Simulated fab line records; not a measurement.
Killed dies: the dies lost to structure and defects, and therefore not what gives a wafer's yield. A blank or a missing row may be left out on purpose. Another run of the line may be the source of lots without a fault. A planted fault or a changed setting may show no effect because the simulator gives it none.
fab line records	flow berkeley-cmos170	part 1 of 2: steps 1 to 32 of 42
record lots=5	wafers=15	last-day=11
route steps=331 shown SPACER@172 PSD@175 NSD@187 BACKSIDE@199 SDANNEAL@204 PLDD@208 NLDD@209 SILICIDE@210
lots that met no fault: taken from a fault-free run of the same line
start-h: start of the lot's first displayed wafer, in hours after the record's first day	wait-h: hours elapsed since this lot's preceding step	" as in the row above	L1.1+2: a row that stands for several wafers	- either no value or no given start	* or withheld: withheld	< > ~ a bound
route shown NAME@n: names a module that has steps shown in the file, with the first one's number in the route	usual: average and standard deviation across the fault-free wafers	same: alike in all rows	chamber/n: place in a boat	sites: the reading at each site	_std_site: the values' standard deviation	_edge_site: inner sites' mean taken away from outer sites' mean	radius-mm: how far each site lies from the wafer's centre	mask NAME#n: copy n	behind: the last tool/chamber to shape the wafer	hold: why the lot went on hold/how many hours it stayed there/how the hold came to an end	device: names the non-switching transistor (n, p or np)	end of line: the same wafers' tests at the end of the route	a step with no rows: only its recipe	killed: not the wafer's yield, but the dies lost to structure and defects at the first sort	map: the dies of a wafer, with x for killed, . for not killed, _ for no die there
set.NAME: the setting that was run; set.NAME@STEP: the one run at that earlier step	model.NAME: the simulator's own value behind a step, which no gauge read
lots seen at some steps along the route; tables by step, rows by wafer
services: a tool's chamber out of use, with start hour (start-h, from the record's first day; less than 0 if before it), hours out, and reason
## steps
# step UCB170_SPACER_THK_MEAS_01
# recipe reads=SiO2_of_SPACER_CVD_00
# usual SPACER_TEOS_THK=376/5.6
lot.wafer	tool	chamber	start-h	wait-h	SPACER_TEOS_THK[nm]
L078.2	film-metro-04	-	156.22	0.0	375
L078.4	"	-	"	"	379
L078.5	"	-	"	"	384
L083.2	film-metro-04	-	171.45	0.0	366
L083.5	"	-	"	"	374
L083.6	"	-	"	"	381
L084.2	film-metro-04	-	184.45	0.0	369
L084.5	"	-	"	"	383
L084.6	"	-	"	"	379
L093.1	film-metro-01	-	220.49	0.0	373
L093.2	"	-	"	"	378
L093.4	"	-	"	"	383
L094.1	film-metro-01	-	220.99	0.0	371
L094.2	"	-	"	"	368
L094.4	"	-	"	"	368
# step UCB170_SPACER_ANNEAL_02
# recipe temp-c=902.3	time-s=1800	ambient=N2
lot.wafer	tool	chamber	start-h	wait-h
L078.2+4+5	furnace-04	0	158.70	2.5
L083.2+5+6	furnace-02	0	174.10	2.6
L084.2+5+6	furnace-02	0	189.86	5.4
L093.1+2+4	furnace-02	0	221.60	1.1
L094.1+2+4	furnace-02	0	221.60	0.6
# step UCB170_SPACER_ETCHBACK_03
# recipe stop-on=Si	target=SiO2	chemistry=CHF3/CF4/Ar	CHF3_flow_sccm=50	cf4-flow-sccm=10	Ar_flow_sccm=120	pressure-mtorr=200	rf-w=500	target-depth-a=3760	time-s=100
# usual drypump-motor-current-A=5.7/0.57	oes-product-au=0.897/0.018	throttle-valve-pct=6.47/0.15
lot.wafer	tool	chamber	start-h	wait-h	drypump-motor-current-A	oes-product-au	rf-hours-counter-h	throttle-valve-pct
L078.2	rie-diel-03	0	160.20	0.0	5.1	0.894	60	6.71
L078.4	"	3	"	"	5.5	0.910	1	6.40
L078.5	"	1	"	"	6.2	0.883	-	6.55
L083.2	rie-diel-01	3	175.60	0.0	6.4	0.887	113	6.36
L083.5	"	1	"	"	5.4	0.908	-	6.20
L083.6	"	2	"	"	4.9	0.891	-	6.38
L084.2	rie-diel-03	2	191.36	0.0	5.2	0.879	16	6.72
L084.5	"	3	"	"	5.5	0.929	-	6.39
L084.6	"	2	"	"	5.2	0.902	-	6.72
L093.1	rie-diel-01	3	223.17	0.1	6.5	0.894	116	6.37
L093.2	"	0	"	"	6.2	0.915	32	6.56
L093.4	"	2	"	"	4.9	0.899	17	6.37
L094.1	rie-diel-03	3	223.17	0.1	5.5	0.897	4	6.39
L094.2	"	1	"	"	6.1	0.866	22	6.53
L094.4	"	2	"	"	5.2	0.876	17	6.71
# step UCB170_PSD_HMDS_00
# recipe prime-time-s=60	prime-temp-c=100
lot.wafer	tool	chamber	start-h	wait-h
L078.2+4+5	litho-track-02	0	160.30	0.1
L083.2+5+6	litho-track-02	0	175.70	0.1
L084.2+5+6	litho-track-02	0	191.54	0.1
L093.1+2+4	litho-track-02	0	223.62	0.4
L094.1+2+4	litho-track-03	0	223.83	0.6
# step UCB170_PSD_COAT_01
# recipe resist=KrF	spin-rpm=1500	resist-thk-nm=900
lot.wafer	tool	chamber	start-h	wait-h
L078.2+4+5	litho-track-02	0	160.45	0.1
L083.2+5+6	litho-track-02	0	175.85	0.1
L084.2+5+6	litho-track-02	0	191.69	0.1
L093.1+2+4	litho-track-02	0	223.77	0.1
L094.1+2+4	litho-track-03	0	223.98	0.1
# step UCB170_PSD_SOFTBAKE_02
# recipe resist=KrF	temp-c=130	time-s=60
lot.wafer	tool	chamber	start-h	wait-h
L078.2+4+5	litho-track-02	0	160.60	0.1
L083.2+5+6	litho-track-02	0	176.00	0.1
L084.2+5+6	litho-track-02	0	191.84	0.1
L093.1+2+4	litho-track-02	0	223.92	0.1
L094.1+2+4	litho-track-03	0	224.13	0.1
# step UCB170_PSD_EXPOSE_03
# recipe mask-id=PSELECT_MOD	na=0.5	sigma-outer=0.6	source-shape=conventional	target-cd-nm=1200	dose-mj=30
# usual reticle-temp-C=23.00/0.11
lot.wafer	tool	chamber	start-h	wait-h	mask	reticle-temp-C
L078.2	krf-scanner-02	0	160.75	0.1	PSELECT_MOD#0	23.24
L078.4	"	0	"	"	PSELECT_MOD#0	23.18
L078.5	"	0	"	"	PSELECT_MOD#0	23.06
L083.2	krf-scanner-02	0	176.27	0.2	PSELECT_MOD#0	22.90
L083.5	"	0	"	"	PSELECT_MOD#0	22.96
L083.6	"	0	"	"	PSELECT_MOD#0	22.88
L084.2	krf-scanner-01	0	192.11	0.2	PSELECT_MOD#0	23.04
L084.5	"	0	"	"	PSELECT_MOD#0	22.90
L084.6	"	0	"	"	PSELECT_MOD#0	23.02
L093.1	krf-scanner-01	0	224.07	0.1	PSELECT_MOD#0	22.99
L093.2	"	0	"	"	PSELECT_MOD#0	23.08
L093.4	"	0	"	"	PSELECT_MOD#0	23.07
L094.1	krf-scanner-01	0	224.28	0.1	PSELECT_MOD#0	23.13
L094.2	"	0	"	"	PSELECT_MOD#0	22.93
L094.4	"	0	"	"	PSELECT_MOD#0	23.03
# step UCB170_PSD_PEB_04
# recipe peb-temp-c=130	peb-time-s=withheld	resist=KrF
lot.wafer	tool	chamber	start-h	wait-h
L078.2+4+5	litho-track-04	0	161.29	0.5
L083.2+5+6	litho-track-04	0	176.98	0.7
L084.2+5+6	litho-track-02	0	192.27	0.1
L093.1+2+4	litho-track-03	0	224.28	0.2
L094.1+2+4	litho-track-02	0	224.40	0.1
# step UCB170_PSD_DEVELOP_05
# recipe developer=TMAH	develop-time-s=45	resist=KrF	dev-temp-c=21
lot.wafer	tool	chamber	start-h	wait-h
L078.2+4+5	litho-track-04	0	-	-
L083.2+5+6	litho-track-04	0	-	-
L084.2+5+6	litho-track-02	0	-	-
L093.1+2+4	litho-track-03	0	-	-
L094.1+2+4	litho-track-02	0	-	-
# step UCB170_PSD_CD_MEAS_06
# recipe target-cd-nm=1200
# usual cd-nm=1200.2/1.2
lot.wafer	tool	chamber	start-h	wait-h	cd-nm
L078.2	cd-sem-02	-	161.56	-	1199.4
L078.4	"	-	"	"	1199.1
L078.5	"	-	"	"	1198.7
L083.2	cd-sem-02	-	177.25	-	1200.1
L083.5	"	-	"	"	1200.4
L083.6	"	-	"	"	1199.6
L084.2	cd-sem-01	-	192.61	-	1201.8
L084.5	"	-	"	"	1201.5
L084.6	"	-	"	"	1200.9
L093.1	cd-sem-01	-	224.55	-	1200.3
L093.2	"	-	"	"	1200.9
L093.4	"	-	"	"	1200.8
L094.1	cd-sem-02	-	224.67	-	1201.5
L094.2	"	-	"	"	1200.6
L094.4	"	-	"	"	1201.8
# step UCB170_PSD_OVL_MEAS_07
# usual PSD_OVL=-3/6.3
lot.wafer	tool	chamber	start-h	wait-h	PSD_OVL[nm]
L078.2	overlay-02	-	161.66	0.1	-7
L078.4	"	-	"	"	-2
L078.5	"	-	"	"	-3
L083.2	overlay-02	-	177.36	0.1	-4
L083.5	"	-	"	"	-1
L083.6	"	-	"	"	-2
L084.2	overlay-01	-	192.71	0.1	2
L084.5	"	-	"	"	2
L084.6	"	-	"	"	3
L093.1	overlay-02	-	224.67	0.1	-10
L093.2	"	-	"	"	-3
L093.4	"	-	"	"	-12
L094.1	overlay-01	-	224.79	0.1	-2
L094.2	"	-	"	"	-1
L094.4	"	-	"	"	-4
# step UCB170_PSD_IMPLANT_08
# recipe species=B	dose-cm2=3e+15	energy-kev=20	tilt-deg=7
# usual faraday-current-uA=9249/170
lot.wafer	tool	chamber	start-h	wait-h	faraday-current-uA
L078.2	implanter-01	0	161.72	0.0	9419
L078.4	"	0	"	"	8866
L078.5	"	0	"	"	9041
L083.2	implanter-01	0	177.41	0.0	9305
L083.5	"	0	"	"	9440
L083.6	"	0	"	"	9360
L084.2	implanter-01	0	192.77	0.0	9404
L084.5	"	0	"	"	9198
L084.6	"	0	"	"	9250
L093.1	implanter-02	0	224.71	0.0	8903
L093.2	"	0	"	"	9175
L093.4	"	0	"	"	9113
L094.1	implanter-03	0	224.83	0.0	9362
L094.2	"	0	"	"	9323
L094.4	"	0	"	"	9109
# step UCB170_PSD_STRIP_09
# recipe chemistry=O2	power-w=400	pressure-mtorr=3500	platen-temp-c=withheld	o2-flow-sccm=400	overash-fraction=0.5
# usual drypump-motor-current-A=5.93/0.25	oes-product-au=0.600/0.0046	strip-time-to-endpoint-s=29.37/0.076
lot.wafer	tool	chamber	start-h	wait-h	drypump-motor-current-A	oes-product-au	rf-hours-counter-h	strip-time-to-endpoint-s
L078.2	plasma-asher-01	0	161.84	0.1	5.64	0.609	41	29.27
L078.4	"	1	"	"	6.18	0.594	-	29.26
L078.5	"	1	"	"	6.16	0.610	-	29.30
L083.2	plasma-asher-03	0	177.54	0.1	5.65	0.602	46	29.42
L083.5	"	0	"	"	5.61	0.603	-	29.46
L083.6	"	1	"	"	6.03	0.597	-	29.46
L084.2	plasma-asher-02	0	192.89	0.1	5.77	0.598	9	29.42
L084.5	"	0	"	"	5.77	0.601	-	29.32
L084.6	"	1	"	"	6.21	0.609	-	29.37
L093.1	plasma-asher-03	0	224.86	0.1	5.64	0.602	52	29.30
L093.2	"	1	"	"	6.05	0.603	52	29.31
L093.4	"	0	"	"	5.60	0.605	-	29.32
L094.1	plasma-asher-02	1	224.98	0.1	6.22	0.593	12	29.32
L094.2	"	0	"	"	5.77	0.595	12	29.37
L094.4	"	1	"	"	6.22	0.600	-	29.41
# step UCB170_PSD_TW_MEAS_10
# usual PSD_TW=2333/27
lot.wafer	tool	chamber	start-h	wait-h	PSD_TW
L078.2	film-metro-01	-	161.95	0.1	2310
L078.4	"	-	"	"	2304
L078.5	"	-	"	"	2312
L083.2	film-metro-02	-	177.65	0.1	2362
L083.5	"	-	"	"	2377
L083.6	"	-	"	"	2364
L084.2	film-metro-02	-	193.00	0.1	2379
L084.5	"	-	"	"	2364
L084.6	"	-	"	"	2370
L093.1	film-metro-02	-	224.96	0.1	2345
L093.2	"	-	"	"	2363
L093.4	"	-	"	"	2339
L094.1	film-metro-01	-	225.08	0.1	2318
L094.2	"	-	"	"	2325
L094.4	"	-	"	"	2328
# step UCB170_PSD_CLEAN_11
# recipe chemistry=SPM	temp-c=120	time-s=600
lot.wafer	tool	chamber	start-h	wait-h
L078.2+4+5	wet-bench-02	1	162.09	0.1
L083.2+5+6	wet-bench-04	2	177.70	0.0
L084.2+5+6	wet-bench-02	3	193.05	0.0
L093.1+2+4	wet-bench-04	1	225.11	0.1
L094.1+2+4	wet-bench-04	2	225.34	0.3
# step UCB170_NSD_HMDS_00
# recipe prime-time-s=60	prime-temp-c=100
lot.wafer	tool	chamber	start-h	wait-h
L078.2+4+5	litho-track-03	0	162.38	0.1
L083.2+5+6	litho-track-03	0	177.90	0.0
L084.2+5+6	litho-track-02	0	193.27	0.0
L093.1+2+4	litho-track-03	0	225.35	0.0
L094.1+2+4	litho-track-02	0	225.56	0.0
# step UCB170_NSD_COAT_01
# recipe resist=KrF	spin-rpm=1500	resist-thk-nm=900
lot.wafer	tool	chamber	start-h	wait-h
L078.2+4+5	litho-track-03	0	162.53	0.1
L083.2+5+6	litho-track-03	0	178.05	0.1
L084.2+5+6	litho-track-02	0	193.42	0.1
L093.1+2+4	litho-track-03	0	225.50	0.1
L094.1+2+4	litho-track-02	0	225.71	0.1
# step UCB170_NSD_SOFTBAKE_02
# recipe resist=KrF	temp-c=130	time-s=60
lot.wafer	tool	chamber	start-h	wait-h
L078.2+4+5	litho-track-03	0	162.68	0.1
L083.2+5+6	litho-track-03	0	178.20	0.1
L084.2+5+6	litho-track-02	0	193.57	0.1
L093.1+2+4	litho-track-03	0	225.65	0.1
L094.1+2+4	litho-track-02	0	225.86	0.1
# step UCB170_NSD_EXPOSE_03
# recipe mask-id=NSELECT_MOD	na=0.5	sigma-outer=0.6	source-shape=conventional	target-cd-nm=1200	dose-mj=30
# usual reticle-temp-C=22.99/0.098
lot.wafer	tool	chamber	start-h	wait-h	mask	reticle-temp-C
L078.2	krf-scanner-01	0	162.82	0.1	NSELECT_MOD#0	23.08
L078.4	"	0	"	"	NSELECT_MOD#0	22.95
L078.5	"	0	"	"	NSELECT_MOD#0	22.88
L083.2	krf-scanner-02	0	178.34	0.1	NSELECT_MOD#0	23.11
L083.5	"	0	"	"	NSELECT_MOD#0	23.06
L083.6	"	0	"	"	NSELECT_MOD#0	22.86
L084.2	krf-scanner-01	0	193.84	0.2	NSELECT_MOD#0	23.10
L084.5	"	0	"	"	NSELECT_MOD#0	23.04
L084.6	"	0	"	"	NSELECT_MOD#0	22.98
L093.1	krf-scanner-01	0	225.88	0.2	NSELECT_MOD#0	23.11
L093.2	"	0	"	"	NSELECT_MOD#0	22.92
L093.4	"	0	"	"	NSELECT_MOD#0	22.90
L094.1	krf-scanner-01	0	226.01	0.1	NSELECT_MOD#0	23.04
L094.2	"	0	"	"	NSELECT_MOD#0	23.08
L094.4	"	0	"	"	NSELECT_MOD#0	23.05
# step UCB170_NSD_PEB_04
# recipe peb-temp-c=130	peb-time-s=withheld	resist=KrF
lot.wafer	tool	chamber	start-h	wait-h
L078.2+4+5	litho-track-03	0	163.38	0.5
L083.2+5+6	litho-track-01	0	179.04	0.7
L084.2+5+6	litho-track-02	0	194.36	0.5
L093.1+2+4	litho-track-03	0	226.52	0.6
L094.1+2+4	litho-track-02	0	226.73	0.7
# step UCB170_NSD_DEVELOP_05
# recipe developer=TMAH	develop-time-s=45	resist=KrF	dev-temp-c=21
lot.wafer	tool	chamber	start-h	wait-h
L078.2+4+5	litho-track-03	0	-	-
L083.2+5+6	litho-track-01	0	-	-
L084.2+5+6	litho-track-02	0	-	-
L093.1+2+4	litho-track-03	0	-	-
L094.1+2+4	litho-track-02	0	-	-
# step UCB170_NSD_CD_MEAS_06
# recipe target-cd-nm=1200
# usual cd-nm=1199.8/1.3
lot.wafer	tool	chamber	start-h	wait-h	cd-nm
L078.2	cd-sem-02	-	163.65	-	1202.6
L078.4	"	-	"	"	1201.1
L078.5	"	-	"	"	1200.7
L083.2	cd-sem-01	-	179.31	-	1200.0
L083.5	"	-	"	"	1200.8
L083.6	"	-	"	"	1199.8
L084.2	cd-sem-02	-	194.63	-	1199.8
L084.5	"	-	"	"	1201.2
L084.6	"	-	"	"	1201.2
L093.1	cd-sem-02	-	226.80	-	1200.6
L093.2	"	-	"	"	1201.8
L093.4	"	-	"	"	1200.3
L094.1	cd-sem-01	-	227.01	-	1200.1
L094.2	"	-	"	"	1198.9
L094.4	"	-	"	"	1199.0
# step UCB170_NSD_OVL_MEAS_07
# usual NSD_OVL=-5/5.4
lot.wafer	tool	chamber	start-h	wait-h	NSD_OVL[nm]
L078.2	overlay-02	-	163.75	0.1	7
L078.4	"	-	"	"	4
L078.5	"	-	"	"	2
L083.2	overlay-01	-	179.42	0.1	-16
L083.5	"	-	"	"	-12
L083.6	"	-	"	"	-11
L084.2	overlay-02	-	194.73	0.1	3
L084.5	"	-	"	"	6
L084.6	"	-	"	"	-1
L093.1	overlay-01	-	226.92	0.1	-3
L093.2	"	-	"	"	-7
L093.4	"	-	"	"	-4
L094.1	overlay-02	-	227.13	0.1	-2
L094.2	"	-	"	"	-6
L094.4	"	-	"	"	-5
# step UCB170_NSD_IMPLANT_08
# recipe species=P	dose-cm2=2.927e+15	energy-kev=40	tilt-deg=7
# usual faraday-current-uA=9014/180
lot.wafer	tool	chamber	start-h	wait-h	faraday-current-uA
L078.2	implanter-01	0	163.81	0.0	9025
L078.4	"	0	"	"	8963
L078.5	"	0	"	"	9373
L083.2	implanter-01	0	179.48	0.0	8860
L083.5	"	0	"	"	9099
L083.6	"	0	"	"	9108
L084.2	implanter-04	0	194.79	0.0	8828
L084.5	"	0	"	"	8757
L084.6	"	0	"	"	9028
L093.1	implanter-03	0	226.95	0.0	9090
L093.2	"	0	"	"	9416
L093.4	"	0	"	"	8774
L094.1	implanter-04	0	227.16	0.0	8854
L094.2	"	0	"	"	8801
L094.4	"	0	"	"	8781
# step UCB170_NSD_STRIP_09
# recipe chemistry=O2	power-w=400	pressure-mtorr=3500	platen-temp-c=withheld	o2-flow-sccm=400	overash-fraction=0.5
# usual drypump-motor-current-A=5.94/0.27	oes-product-au=0.536/0.0045	strip-time-to-endpoint-s=35.58/0.072
lot.wafer	tool	chamber	start-h	wait-h	drypump-motor-current-A	oes-product-au	rf-hours-counter-h	strip-time-to-endpoint-s
L078.2	plasma-asher-04	1	163.93	0.1	6.33	0.536	46	35.52
L078.4	"	0	"	"	5.72	0.531	-	35.54
L078.5	"	0	"	"	5.69	0.536	-	35.57
L083.2	plasma-asher-02	0	179.60	0.1	5.76	0.537	7	35.67
L083.5	"	1	"	"	6.23	0.526	-	35.78
L083.6	"	0	"	"	5.74	0.534	-	35.66
L084.2	plasma-asher-03	0	194.91	0.1	5.62	0.531	48	35.48
L084.5	"	1	"	"	6.05	0.540	-	35.59
L084.6	"	0	"	"	5.61	0.539	-	35.58
L093.1	plasma-asher-03	1	227.10	0.1	6.06	0.531	52	35.60
L093.2	"	0	"	"	5.61	0.538	52	35.69
L093.4	"	1	"	"	6.02	0.536	-	35.62
L094.1	plasma-asher-02	1	227.31	0.1	6.16	0.533	12	35.48
L094.2	"	0	"	"	5.78	0.534	12	35.53
L094.4	"	0	"	"	5.77	0.540	-	35.53
# step UCB170_NSD_TW_MEAS_10
# usual NSD_TW=4177/44
lot.wafer	tool	chamber	start-h	wait-h	NSD_TW
L078.2	film-metro-02	-	164.04	0.1	4243
L078.4	"	-	"	"	4261
L078.5	"	-	"	"	4269
L083.2	film-metro-04	-	179.71	0.1	4176
L083.5	"	-	"	"	4179
L083.6	"	-	"	"	4180
L084.2	film-metro-01	-	195.02	0.1	4125
L084.5	"	-	"	"	4150
L084.6	"	-	"	"	4133
L093.1	film-metro-04	-	227.20	0.1	4166
L093.2	"	-	"	"	4158
L093.4	"	-	"	"	4161
L094.1	film-metro-01	-	227.41	0.1	4150
L094.2	"	-	"	"	4143
L094.4	"	-	"	"	4142
# step UCB170_NSD_CLEAN_11
# recipe chemistry=SPM	temp-c=120	time-s=600
lot.wafer	tool	chamber	start-h	wait-h
L078.2+4+5	wet-bench-02	2	164.09	0.0
L083.2+5+6	wet-bench-01	3	179.76	0.0
L084.2+5+6	wet-bench-03	2	195.07	0.0
L093.1+2+4	wet-bench-01	1	227.26	0.1
L094.1+2+4	wet-bench-02	1	227.47	0.1
# step UCB170_BACKSIDE_HMDS_00
# recipe prime-time-s=60	prime-temp-c=100
lot.wafer	tool	chamber	start-h	wait-h
L078.2+4+5	litho-track-01	0	164.29	0.0
L083.2+5+6	litho-track-03	0	180.07	0.1
L084.2+5+6	litho-track-04	0	195.27	0.0
L093.1+2+4	litho-track-03	0	227.80	0.3
L094.1+2+4	litho-track-01	0	227.94	0.3
# step UCB170_BACKSIDE_COAT_01
# recipe resist=KrF	spin-rpm=1500	resist-thk-nm=900
lot.wafer	tool	chamber	start-h	wait-h
L078.2+4+5	litho-track-01	0	164.44	0.1
L083.2+5+6	litho-track-03	0	180.22	0.1
L084.2+5+6	litho-track-04	0	195.42	0.1
L093.1+2+4	litho-track-03	0	227.95	0.1
L094.1+2+4	litho-track-01	0	228.09	0.1
# step UCB170_BACKSIDE_SOFTBAKE_02
# recipe resist=KrF	temp-c=130	time-s=60
lot.wafer	tool	chamber	start-h	wait-h
L078.2+4+5	litho-track-01	0	164.59	0.1
L083.2+5+6	litho-track-03	0	180.37	0.1
L084.2+5+6	litho-track-04	0	195.57	0.1
L093.1+2+4	litho-track-03	0	228.10	0.1
L094.1+2+4	litho-track-01	0	228.24	0.1
# step UCB170_BACKSIDE_STRIP_03
# recipe chemistry=O2	power-w=400	pressure-mtorr=3500	platen-temp-c=withheld	o2-flow-sccm=400	overash-fraction=0.5
# usual drypump-motor-current-A=5.98/0.29	oes-product-au=0.734/0.0046	strip-time-to-endpoint-s=21.98/0.071
lot.wafer	tool	chamber	start-h	wait-h	drypump-motor-current-A	oes-product-au	rf-hours-counter-h	strip-time-to-endpoint-s
L078.2	plasma-asher-04	0	164.72	0.1	5.66	0.738	46	21.91
L078.4	"	1	"	"	6.33	0.734	-	21.88
L078.5	"	1	"	"	6.31	0.729	-	21.85
L083.2	plasma-asher-04	0	180.50	0.1	5.67	0.734	47	22.06
L083.5	"	0	"	"	5.67	0.740	-	22.01
L083.6	"	1	"	"	6.35	0.735	-	21.94
L084.2	plasma-asher-01	1	195.70	0.1	6.17	0.730	45	22.06
L084.5	"	0	"	"	5.65	0.720	-	22.02
L084.6	"	1	"	"	6.17	0.737	-	22.07
L093.1	plasma-asher-01	0	228.25	0.1	5.65	0.734	48	21.92
L093.2	"	1	"	"	6.19	0.732	48	21.89
L093.4	"	0	"	"	5.67	0.731	-	21.92
L094.1	plasma-asher-04	0	228.39	0.1	5.65	0.732	53	22.06
L094.2	"	1	"	"	6.33	0.730	53	22.07
L094.4	"	1	"	"	6.33	0.726	-	22.04
# step UCB170_BACKSIDE_CLEAN_04
# recipe chemistry=SPM	temp-c=120	time-s=600
lot.wafer	tool	chamber	start-h	wait-h
L078.2+4+5	wet-bench-03	0	164.92	0.2
L083.2+5+6	wet-bench-01	3	180.60	0.1
L084.2+5+6	wet-bench-03	1	195.89	0.2
L093.1+2+4	wet-bench-01	0	228.35	0.1
L094.1+2+4	wet-bench-01	1	228.73	0.3
